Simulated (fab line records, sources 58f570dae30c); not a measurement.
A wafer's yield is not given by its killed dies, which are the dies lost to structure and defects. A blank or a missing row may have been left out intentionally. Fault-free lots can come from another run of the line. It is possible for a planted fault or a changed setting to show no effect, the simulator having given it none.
A single fault, viewed from 2 desks ; flow berkeley_cmos170 ; numbers are kept per desk, each desk with only its own; the story behind them comes last

METROLOGY DESK
Lot by lot, what the gauges showed, no matter which tool ran the lot: averages of those sampled wafers that carry a number. A lot is out of limits, marked OUT, if its mean lies more than 4 standard deviations from the usual mean; the brackets give that distance. Readings shown: 7 of its 12, picked as those furthest out on some lot.
Columns: A = cd_nm at UCB170_PSD_CD_MEAS_06, usual 1199.6 nm; B = PSD_OVL at UCB170_PSD_OVL_MEAS_07, usual 4 nm; C = cd_nm at UCB170_NSD_CD_MEAS_06, usual 1199.7 nm; D = NSD_TW at UCB170_NSD_TW_MEAS_10, usual 4200; E = PSD_RS at UCB170_SDANNEAL_RS_MEAS_02, usual 75.8 ohm/sq; F = NSD_RS at UCB170_SDANNEAL_RS_MEAS_03, usual 36.96 ohm/sq; G = SILICIDE_TI_RS at UCB170_SILICIDE_RS_MEAS_02, usual 25.72 ohm/sq
lot;first seen here;A;B;C;D;E;F;G
L366;day 8 12:32;1200.0;4;1198.2;4160;75.7;36.98;25.87
L370;day 9 02:38;1200.7;3;1200.1;4142;75.1;36.96;25.24
L379;day 11 05:58;1200.1;4;1202.0;4161;75.6;36.96;25.27
L382;day 11 12:30;1199.5;4;1199.0;4286;75.7;36.85;25.67
L384;day 12 03:31;1195.4;-2;1200.2;4281;75.7;36.94;25.67
L386;day 12 13:31;1197.6;1;1198.1;4257;76.0;36.92;25.54
This desk's finding: nothing out of limits on any of the 6 lots.

AT THE TOOL OWNER'S DESK: implanter-01
For each lot that ran on this tool, the mean over its sampled wafers that have a number, from the tool's own readings at UCB170_PSD_IMPLANT_08. A lot is out of limits, marked OUT, if its mean lies more than 4 standard deviations from the usual mean; the brackets give that distance.
Columns: A = beam_energy_keV at UCB170_PSD_IMPLANT_08, usual 19.701; B = faraday_current_uA at UCB170_PSD_IMPLANT_08, usual 9252
lot;first seen here;A;B
L370;day 9 06:40;19.701;9430
L379;day 11 13:28;19.707;9364
L382;day 11 22:01;19.694;9338
This desk's finding: nothing out of limits on any of the 3 lots.

BROUGHT TOGETHER
The metrology desk saw nothing out of limits.
Nothing out of limits was seen by the tool owner's desk.

WHAT HAD BEEN PUT IN BY THE SIMULATOR
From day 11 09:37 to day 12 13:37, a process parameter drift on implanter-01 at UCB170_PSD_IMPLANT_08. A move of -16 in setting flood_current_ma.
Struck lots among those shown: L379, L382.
